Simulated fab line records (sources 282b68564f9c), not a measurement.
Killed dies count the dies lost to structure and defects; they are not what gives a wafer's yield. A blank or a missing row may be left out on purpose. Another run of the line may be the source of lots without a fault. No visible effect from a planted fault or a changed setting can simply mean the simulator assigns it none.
A sampling plan put to the test -- flow ritCmos -- one line in one fab, 12 faults in these records, each fault weighed on the records of the lots it struck
The line's own looks make up the plan; these are the steps of the route where a gauge or inspection reads the wafer and leaves it unchanged. A look can be judged if struck wafers have a number there and the file gives its usual mean and standard deviation on fault-free wafers. Caught: 4 or more of those standard deviations (sigma) separate the usual mean from the mean of the struck wafers at a look after the fault's first step. On the tool: the identical test, applied to the tool's own readings at the steps of the fault. Caught also covers a different recipe on the struck wafers, or a record left blank for those wafers only.

== THE FAULTS, as the simulator had put them in ==
1. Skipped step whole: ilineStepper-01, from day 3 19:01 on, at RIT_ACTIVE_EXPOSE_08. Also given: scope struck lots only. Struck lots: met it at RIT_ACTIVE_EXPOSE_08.
2. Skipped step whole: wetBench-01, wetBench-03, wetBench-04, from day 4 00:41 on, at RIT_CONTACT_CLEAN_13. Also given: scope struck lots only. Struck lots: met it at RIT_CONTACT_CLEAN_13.
3. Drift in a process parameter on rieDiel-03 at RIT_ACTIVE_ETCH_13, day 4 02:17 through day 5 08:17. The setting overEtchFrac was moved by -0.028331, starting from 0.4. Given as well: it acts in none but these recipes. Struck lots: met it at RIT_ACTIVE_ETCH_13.
4. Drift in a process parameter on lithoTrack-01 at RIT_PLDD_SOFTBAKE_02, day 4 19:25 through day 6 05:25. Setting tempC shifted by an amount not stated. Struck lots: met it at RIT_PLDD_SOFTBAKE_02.
5. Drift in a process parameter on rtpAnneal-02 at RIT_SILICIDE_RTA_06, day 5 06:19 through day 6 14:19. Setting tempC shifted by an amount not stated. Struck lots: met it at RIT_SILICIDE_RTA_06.
6. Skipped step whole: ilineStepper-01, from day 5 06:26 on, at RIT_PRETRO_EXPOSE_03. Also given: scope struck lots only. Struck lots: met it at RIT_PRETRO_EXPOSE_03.
7. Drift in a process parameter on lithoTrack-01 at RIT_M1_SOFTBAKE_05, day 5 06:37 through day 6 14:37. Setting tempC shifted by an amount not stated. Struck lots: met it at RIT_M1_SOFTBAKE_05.
8. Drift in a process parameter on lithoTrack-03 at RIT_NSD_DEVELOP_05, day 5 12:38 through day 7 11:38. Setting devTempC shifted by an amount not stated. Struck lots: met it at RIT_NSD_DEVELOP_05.
9. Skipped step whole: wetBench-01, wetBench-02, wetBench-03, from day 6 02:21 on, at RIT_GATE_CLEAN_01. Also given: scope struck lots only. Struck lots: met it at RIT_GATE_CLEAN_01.
10. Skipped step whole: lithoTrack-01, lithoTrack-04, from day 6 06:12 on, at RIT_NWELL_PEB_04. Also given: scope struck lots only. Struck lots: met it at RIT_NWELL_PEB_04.
11. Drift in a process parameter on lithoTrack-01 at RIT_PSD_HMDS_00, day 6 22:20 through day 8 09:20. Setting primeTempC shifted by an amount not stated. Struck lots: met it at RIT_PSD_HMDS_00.
12. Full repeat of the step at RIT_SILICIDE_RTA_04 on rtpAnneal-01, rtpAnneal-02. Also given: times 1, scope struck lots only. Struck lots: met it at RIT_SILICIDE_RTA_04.

== WHAT THE PLAN SAW ==
fault,on the tool itself,first look that catches it,"reading, sigma",median hours from its first step to that look,hours from the fault's start to the first struck lot there,judged looks passed uncaught
1,no reading that can be judged,no look after it can be judged,-,-,-,0
2,the tool's record is blank for the struck wafers,no look after it can be judged,-,-,-,0
3,under 2 sigma,none of the 3 looks that can be judged after it,-,-,-,3
4,heaterPowerTotalW -38 sigma,no look after it can be judged,-,-,-,0
5,wafer_temp_C_max -4.9 sigma,no look after it can be judged,-,-,-,0
6,no reading that can be judged,no look after it can be judged,-,-,-,0
7,heaterPowerTotalW +25 sigma,no look after it can be judged,-,-,-,0
8,developerTempC -9.1 sigma,no look after it can be judged,-,-,-,0
9,the tool's record is blank for the struck wafers,no look after it can be judged,-,-,-,0
10,no reading that can be judged,no look after it can be judged,-,-,-,0
11,primeTempC +62 sigma,no look after it can be judged,-,-,-,0
12,under 2 sigma,no look after it can be judged,-,-,-,0
A dash: the fault is not caught, or the number is missing from these records.

Caught at a look: 0 of 12. Caught on the tool: 7 of 12. By one or the other: 7 of 12.
Caught on the tool alone: faults 2, 4, 5, 7, 8, 9, 11.
Caught by neither: faults 1, 3, 6, 10, 12.
